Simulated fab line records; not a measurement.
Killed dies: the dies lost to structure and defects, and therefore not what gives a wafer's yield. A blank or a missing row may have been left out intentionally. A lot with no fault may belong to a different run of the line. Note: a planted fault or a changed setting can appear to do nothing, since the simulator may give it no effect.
Split-lot study | flow rit-cmos | on a route of 202 steps: 5 lots, 23 wafers read

== ABOUT THE SPLIT ==
At RIT_NSD_IMPLANT_08, the setting dose-cm2 was moved away from the recipe's 1e+15 on 7 of the 23 wafers read, by -4.3% to +7.4%. This setting was run at the recipe's value on the other wafers.

== FROM THE SPLIT TO THE READING: what the file shows between them, 6 steps ==
- RIT_NSD_STRIP_09: strips in O2, time 180 s
- RIT_NSD_TW_MEAS_10
- RIT_SDANNEAL_CLEAN_00: cleans in SC1, time 600 s (also split here: temp-c)
- RIT_SDANNEAL_CLEAN_01: cleans in dHF, time 30 s
- RIT_SDANNEAL_CLEAN_02: cleans in SC2, time 600 s
- RIT_SDANNEAL_RTA_03: time 5 s

== THE READING ==
At RIT_SDANNEAL_RS_MEAS_05, a four-point-probe measurement gives NSD_RS in ohm/sq. Typical for fault-free wafers on this fab line: 84.5 ohm/sq, with standard deviation 0.32 ohm/sq.

wafer  | tool, chamber at the split | dose-cm2 as run | against the recipe | NSD_RS, ohm/sq | against lot-mates on the recipe
L077.1 | implanter-04, 0            | 1.074e+15       | +7.4%              | 79.7           | -4.6
L077.2 | implanter-04, 0            | 1e+15           | recipe             | 84.5           | -
L077.3 | implanter-04, 0            | 1e+15           | recipe             | 84.3           | -
L077.5 | implanter-04, 0            | 1.074e+15       | +7.4%              | 79.5           | -4.8
L077.6 | implanter-04, 0            | 1e+15           | recipe             | 84.1           | -
L079.1 | implanter-03, 0            | 1.074e+15       | +7.4%              | 79.9           | -4.4
L079.2 | implanter-03, 0            | 1e+15           | recipe             | 84.4           | -
L079.3 | implanter-03, 0            | 1e+15           | recipe             | 84.3           | -
L079.4 | implanter-03, 0            | 1.074e+15       | +7.4%              | 79.6           | -4.8
L079.6 | implanter-03, 0            | 1.074e+15       | +7.4%              | 79.7           | -4.6
L080.1 | implanter-01, 0            | 1e+15           | recipe             | 84.7           | -
L080.2 | implanter-01, 0            | 1e+15           | recipe             | 84.7           | -
L080.3 | implanter-01, 0            | 1e+15           | recipe             | 84.6           | -
L080.4 | implanter-01, 0            | 1e+15           | recipe             | 84.6           | -
L080.5 | implanter-01, 0            | 1e+15           | recipe             | 84.8           | -
L081.2 | implanter-04, 0            | 1e+15           | recipe             | 84.5           | -
L081.3 | implanter-04, 0            | 1e+15           | recipe             | 84.5           | -
L081.5 | implanter-04, 0            | 1e+15           | recipe             | 84.7           | -
L082.2 | implanter-03, 0            | 1e+15           | recipe             | 84.5           | -
L082.3 | implanter-03, 0            | 9.567e+14       | -4.3%              | 87.1           | +2.7
L082.4 | implanter-03, 0            | 1e+15           | recipe             | 84.5           | -
L082.5 | implanter-03, 0            | 1e+15           | recipe             | 84.3           | -
L082.6 | implanter-03, 0            | 9.567e+14       | -4.3%              | 87.3           | +2.9

FIT RESULTS
A straight line over all 23 wafers: NSD_RS changes by -0.647 ohm/sq for each +1% of dose-cm2; r = -1.00; the points scatter about the line by 0.18 ohm/sq.
The same after taking each lot's own level away (the mean of its wafers on the recipe; 23 wafers): -0.63 ohm/sq for each +1%; r = -1.00; scatter 0.11 ohm/sq.
On that fit, the largest move of dose-cm2 shifts the reading by 4.7 ohm/sq.
The lots' own levels span 84.30 to 84.68 ohm/sq, that is 1.2 times the standard deviation above.
So the lot-to-lot level changes the slope little: the two slopes agree.
Check: with one of the wafers moved furthest among these (+7.4%) left out of the fit, the line predicts -4.67 ohm/sq for it against its lot-mates. Against them it came out at -4.6 ohm/sq.

== OTHER SPLITS ON THESE WAFERS ==
These wafers also went through other splits before the reading. Each is held against what the fit with the lots' levels taken away leaves over:
other split on the same wafers     | wafers away from the commonest value | r with NSD_RS (lot level and that fit taken away)
RIT_GATE_EXPOSE_13 dose-mj         | 9                                    | +0.00
RIT_GATE_ETCH_19 over-etch-frac    | 7                                    | +0.01
RIT_NLDD_COAT_01 resist-thk-nm     | 8                                    | -0.04
RIT_NLDD_DEVELOP_05 develop-time-s | 10                                   | +0.22
RIT_PLDD_IMPLANT_08 energy-kev     | 6                                    | +0.03
RIT_SDANNEAL_CLEAN_00 temp-c       | 15                                   | -0.13

== THE WHOLE CHAIN: every reading that the file lists as answering this split, in the file's order ==
step                    | what it does                 | reading | change (the file's fit)           | r (the file's)
RIT_NSD_TW_MEAS_10      |                              | NSD_TW  | +6.85 for each +1% of the setting | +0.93
RIT_SDANNEAL_RS_MEAS_05 | measures by four-point-probe | NSD_RS  | -0.63 for each +1% of the setting | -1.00

== FILE'S OWN FIT ==
NSD_RS changes by -0.63 ohm/sq for each +1% of dose-cm2, r = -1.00.
